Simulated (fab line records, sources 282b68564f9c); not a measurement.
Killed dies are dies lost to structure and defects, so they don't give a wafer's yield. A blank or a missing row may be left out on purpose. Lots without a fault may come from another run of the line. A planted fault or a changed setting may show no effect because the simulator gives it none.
Which tool did it? | flow rit_cmos | 15 lots, 45 wafers sampled, at 6 steps of a route of 202

WHAT THE GAUGES READ, wafer by wafer
RIT_ACTIVE_CD_MEAS_90: target cd 1400 nm.
lot  | measured    | on        | cd_nm (nm)
L773 | day 1 15:08 | cd_sem-01 | 1400.0 1398.8 1399.8
L774 | day 1 20:50 | cd_sem-02 | 1402.2 1401.3 1403.4
L775 | day 2 03:20 | cd_sem-01 | 1401.4 1401.1 1402.3
L777 | day 2 12:38 | cd_sem-02 | 1403.0 1403.0 1403.2
L779 | day 2 22:05 | cd_sem-01 | 1400.9 1400.4 1400.9
L780 | day 3 02:08 | cd_sem-01 | 1398.9 1397.5 1398.6
L781 | day 3 08:14 | cd_sem-02 | 1403.8 1403.5 1403.7
L786 | day 4 08:55 | cd_sem-02 | 1400.1 1398.1 1400.3
L788 | day 4 18:01 | cd_sem-02 | 1400.6 1404.0 1401.3
L789 | day 5 00:25 | cd_sem-01 | 1392.9 1395.6 1395.7
L790 | day 5 04:10 | cd_sem-02 | 1402.4 1402.5 1402.2
L791 | day 5 09:10 | cd_sem-01 | 1398.7 1398.5 1397.6
L792 | day 5 14:44 | cd_sem-01 | 1399.2 1400.3 1396.6
L794 | day 6 00:01 | cd_sem-02 | 1399.5 1398.7 1401.3
L796 | day 6 10:17 | cd_sem-02 | 1402.5 1401.3 1401.7

RIT_PWELL_OVL_MEAS_06.
lot  | measured    | on         | PWELL_OVL (nm)
L773 | day 1 22:00 | overlay-01 | 1.8 -0.8 -0.7
L774 | day 2 05:17 | overlay-02 | -0.9 2.1 -0.9
L775 | day 2 11:22 | overlay-02 | -1.5 -2.4 -0.9
L777 | day 2 19:47 | overlay-01 | 2.2 1.5 0.3
L779 | day 3 08:43 | overlay-01 | 0.4 0.6 1.1
L780 | day 3 09:47 | overlay-01 | 2.0 1.8 0.5
L781 | day 3 15:03 | overlay-01 | 1.8 1.8 -0.9
L786 | day 4 15:52 | overlay-01 | 0.8 0.3 -2.3
L788 | day 5 00:55 | overlay-01 | 0.8 0.2 0.5
L789 | day 5 07:19 | overlay-01 | 0.3 -1.0 1.4
L790 | day 5 10:58 | overlay-02 | 0.2 -1.6 -1.0
L791 | day 5 16:08 | overlay-02 | -1.7 -1.1 -1.7
L792 | day 5 22:36 | overlay-01 | -2.4 -1.7 -1.4
L794 | day 6 08:29 | overlay-02 | -0.7 -2.9 -2.2
L796 | day 6 17:08 | overlay-01 | -0.5 -0.2 -0.9

RIT_NRETRO_OVL_MEAS_06.
lot  | measured    | on         | NRETRO_OVL (nm)
L773 | day 2 06:09 | overlay-01 | -0.9 -1.5 0.4
L774 | day 2 12:20 | overlay-01 | -1.3 -1.6 -1.2
L775 | day 2 18:22 | overlay-02 | -1.4 0.7 2.4
L777 | day 3 02:40 | overlay-02 | -0.2 -1.7 -1.6
L779 | day 3 15:43 | overlay-01 | - - -
L780 | day 3 16:55 | overlay-01 | - - -
L781 | day 3 21:55 | overlay-01 | - - -
L786 | day 4 22:45 | overlay-02 | -2.2 -2.2 -1.9
L788 | day 5 07:47 | overlay-01 | -0.5 0.3 -0.2
L789 | day 5 14:19 | overlay-02 | -1.7 -3.2 -1.8
L790 | day 5 18:03 | overlay-01 | -1.0 -0.6 -2.8
L791 | day 5 23:01 | overlay-02 | -4.3 -1.2 0.2
L792 | day 6 05:36 | overlay-01 | 0.8 1.2 1.2
L794 | day 6 15:22 | overlay-02 | -0.4 -0.5 -0.9
L796 | day 7 00:07 | overlay-02 | -1.8 -0.9 -1.2

RIT_PRETRO_TW_MEAS_10.
lot  | measured    | on            | PRETRO_TW
L773 | day 2 08:19 | film_metro-04 | 477 476 474
L774 | day 2 14:37 | film_metro-01 | 473 474 476
L775 | day 2 21:01 | film_metro-01 | 474 475 474
L777 | day 3 04:50 | film_metro-01 | 469 469 470
L779 | day 3 18:01 | film_metro-01 | 1055 1064 1061
L780 | day 3 19:20 | film_metro-01 | 1067 1066 1065
L781 | day 4 00:13 | film_metro-01 | 1061 1067 1060
L786 | day 5 01:04 | film_metro-01 | 470 469 470
L788 | day 5 10:11 | film_metro-02 | 478 476 481
L789 | day 5 16:55 | film_metro-02 | 478 479 478
L790 | day 5 20:13 | film_metro-04 | 474 473 475
L791 | day 6 01:10 | film_metro-04 | 473 477 473
L792 | day 6 07:53 | film_metro-01 | 472 478 473
L794 | day 6 17:43 | film_metro-01 | 476 474 476
L796 | day 7 02:17 | film_metro-04 | 476 475 477

RIT_GATE_THK_MEAS_07.
lot  | measured    | on            | GATE_OXIDE_THK (nm)
L773 | day 2 10:59 | film_metro-03 | 3.06 3.07 3.12
L774 | day 2 17:22 | film_metro-02 | 3.08 3.07 3.08
L775 | day 3 00:23 | film_metro-03 | 3.01 3.00 3.11
L777 | day 3 06:49 | film_metro-02 | 3.09 3.07 3.12
L779 | day 3 19:53 | film_metro-03 | 3.02 3.10 3.06
L780 | day 3 21:13 | film_metro-02 | 2.98 3.05 3.03
L781 | day 4 03:17 | film_metro-03 | 2.99 3.00 3.02
L786 | day 5 03:34 | film_metro-04 | 3.00 2.95 3.07
L788 | day 5 12:53 | film_metro-02 | 3.08 3.08 2.98
L789 | day 5 19:16 | film_metro-03 | 3.01 2.92 3.02
L790 | day 5 22:23 | film_metro-03 | 3.07 3.05 3.10
L791 | day 6 03:08 | film_metro-04 | 2.85 2.96 2.93
L792 | day 6 10:16 | film_metro-04 | 2.91 2.89 2.89
L794 | day 6 20:02 | film_metro-03 | 3.03 3.02 3.06
L796 | day 7 04:08 | film_metro-03 | 2.95 2.86 2.92

WHICH TOOL RAN EACH LOT (tool, then ch and the chambers of the sampled wafers, then the start)
lot  | RIT_NRETRO_COAT_01
L773 | litho_track-02 ch 0, day 2 05:25
L774 | litho_track-02 ch 0, day 2 11:26
L775 | litho_track-03 ch 0, day 2 17:33
L777 | litho_track-02 ch 0, day 3 01:56
L779 | litho_track-02, day 3 14:52
L780 | litho_track-02, day 3 16:05
L781 | litho_track-02, day 3 21:11
L786 | litho_track-02 ch 0, day 4 22:02
L788 | litho_track-04 ch 0, day 5 07:03
L789 | litho_track-02 ch 0, day 5 13:28
L790 | litho_track-04 ch 0, day 5 17:13
L791 | litho_track-04 ch 0, day 5 22:17
L792 | litho_track-04 ch 0, day 6 04:45
L794 | litho_track-02 ch 0, day 6 14:38
L796 | litho_track-04 ch 0, day 6 23:23
- RIT_NRETRO_COAT_01: resist thk 1300 nm.

WHAT THE TOOLS THEMSELVES READ (means of the sampled wafers that have a number; where no wafer has one, the mark that the record gives instead)
RIT_NRETRO_COAT_01.
lot  | tool           | chill_plate_temp_C (C) | dispense_pressure_kPa (kPa)
L773 | litho_track-02 | 23.00                  | 54.0
L774 | litho_track-02 | 22.87                  | 54.0
L775 | litho_track-03 | 22.76                  | 46.9
L777 | litho_track-02 | 23.04                  | 54.0
L779 | litho_track-02 | -                      | -
L780 | litho_track-02 | -                      | -
L781 | litho_track-02 | -                      | -
L786 | litho_track-02 | 23.13                  | 53.9
L788 | litho_track-04 | 22.95                  | 50.2
L789 | litho_track-02 | 22.93                  | 53.9
L790 | litho_track-04 | 23.07                  | 50.2
L791 | litho_track-04 | 22.99                  | 50.2
L792 | litho_track-04 | 22.99                  | 50.3
L794 | litho_track-02 | 23.06                  | 53.9
L796 | litho_track-04 | 22.95                  | 50.3

THE ANSWER, worked out from the rows above alone
Rule: what is usual is taken from the lots themselves. Put in order of their means at a reading, lots are off if they are a third of the lots or fewer, leave a main group of 4 or more, and stand apart from it by a gap of 3 or more times the standard deviation of the main group's means; of several such gaps the widest counts. A main group whose means are all the same, to the digits that the tables above print for the reading, isn't used. A lot without any number at a reading at which 4 lots or more have one is off too. The other lots that the step has rows for count as sound. The gauges are gone through in route order, then the tools' own readings, and for those a lot's mean is taken as printed above. The first step at which some lot is off is used, and at that step the reading that is off furthest; a lot without a number counts as furthest.
Off: L779, L780, L781, at RIT_NRETRO_OVL_MEAS_06 (NRETRO_OVL). Without a number there: L779, L780, L781. The main group: mean -0.9 nm, standard deviation 0.98.
A tool fits if, at a process step before that reading, it ran every lot that is off, and no sound lot after the first of them. The gauges at RIT_NRETRO_OVL_MEAS_06 aren't tried: what is off there is off at RIT_PRETRO_TW_MEAS_10 too, on other tools, and a gauge's error can't cause that. None of those tried fits.

WHAT THE SIMULATOR HAD PUT IN
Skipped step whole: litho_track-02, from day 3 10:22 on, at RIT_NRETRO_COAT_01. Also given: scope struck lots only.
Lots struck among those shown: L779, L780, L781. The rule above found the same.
